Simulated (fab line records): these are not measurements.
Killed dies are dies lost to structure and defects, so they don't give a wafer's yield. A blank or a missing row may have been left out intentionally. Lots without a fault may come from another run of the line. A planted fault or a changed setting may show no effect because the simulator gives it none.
Comparing a struck lot with a sound one	flow berkeleyCmos170	16 out of 331 route steps
Sound: wafers L591.1, L591.2, L591.6. The struck wafers were L590.1, L590.2, L590.3. Last of all comes the cause.
For every step that has rows: the tool of each side, followed by ch and its chambers, followed by its first start. Under that, the readings that differ: sound wafers	struck wafers	difference of the means	sigmas: that difference in standard deviations of wafers without a fault.
alike: readings whose means differ by less than 2 such deviations, and words and numbers that are the same on both sides. not compared: withheld readings, readings that some wafer has no value for, bounds like >300 that may hide the same value, and numbers for which the record gives no deviation and whose values overlap.
A row with sigmas, a row that says differs or no value, or rows on one side alone: a step with any of these is where the two part. Numbers that have no deviation but don't overlap get no sigmas and don't part them. A reading that every wafer of one side lacks parts them only if that side has two wafers or more.

first, 5 steps without rows for these wafers: UCB170_M1_COAT_04 (resist thk 900 nm); UCB170_M1_SOFTBAKE_05 (time 60 s); UCB170_M1_EXPOSE_06 (exposes mask METAL1, target cd 700 nm); UCB170_M1_PEB_07; UCB170_M1_DEVELOP_08 (develop time 45 s).
UCB170_M1_CD_MEAS_09 targets a cd of 700 nm.
  sound on cdSem-01, day 7 20:30; struck on cdSem-02, day 7 04:10
reading	sound	struck	difference	sigmas
cdNm (nm)	698.7 697.7 699.0	702.2 701.1 701.6	+3.2	+2
UCB170_M1_OVL_MEAS_10:
  sound on overlay-02, day 7 20:37; struck on overlay-02, day 7 04:17
  alike: M1_OVL
UCB170_M1_ETCH_11: etches BARC in N2/H2.
  sound on rieDiel-03 ch 0,1,3, day 7 20:40; struck on rieDiel-02 ch 1,2,3, day 7 04:19
  alike: drypumpMotorCurrentA, n2FlowSccm, oesProductAu, throttleValvePct
UCB170_M1_METAL_ETCH_12: etches Al in Cl2/BCl3, stops on PSG, target depth 780 nm, time 130 s.
  sound on rieMetal-04 ch 0, day 7 20:42; struck on rieMetal-04 ch 0,1, day 7 04:22
  alike: drypumpMotorCurrentA, oesProductAu, throttleValvePct
  not compared: rfHoursCounterH
UCB170_M1_STRIP_13: strips in O2.
  sound on plasmaAsher-03 ch 0,1, day 7 20:58; struck on plasmaAsher-01 ch 0,1, day 7 04:30
  alike: drypumpMotorCurrentA, o2FlowSccm, oesProductAu
  not compared: rfHoursCounterH
UCB170_M1_CD_MEAS_90 targets a cd of 700 nm.
  sound on cdSem-02, day 7 21:04; struck on cdSem-01, day 7 04:43
  alike: cdNm
then, 1 step without rows for these wafers: UCB170_M1_ANNEAL_14 (time 1200 s).
UCB170_V1_CVD_00: deposits SiO2 from TEOS/O2, target thk 2000 nm, time 250 s.
  sound on pecvd-03 ch 0,1,2, day 8 01:49; struck on pecvd-01 ch 0,1,2, day 7 08:28
  alike: heaterPowerW
UCB170_V1_THK_MEAS_01:
  sound on filmMetro-01, day 8 01:58; struck on filmMetro-01, day 7 08:37
reading	sound	struck	difference	sigmas
V1_TEOS_THK (nm)	1913 1948 2028	4039 3992 3998	+2047	+79
UCB170_V1_CMP_02: polishes SiO2.
  sound on cmp-01 ch 0,1,2, day 8 02:05; struck on cmp-02 ch 0,1,2, day 7 08:44
  alike: motorCurrentA, retainingRingPressureFrac
UCB170_M3_PROBE_99:
  the record has rows for the struck wafers here (prober-02, day 7 21:20) and none for the sound ones

== WHERE THEY PART ==
Last at UCB170_M3_PROBE_99 as far as this record goes, first at UCB170_M1_CD_MEAS_09.

WHY: the cause the simulator had injected
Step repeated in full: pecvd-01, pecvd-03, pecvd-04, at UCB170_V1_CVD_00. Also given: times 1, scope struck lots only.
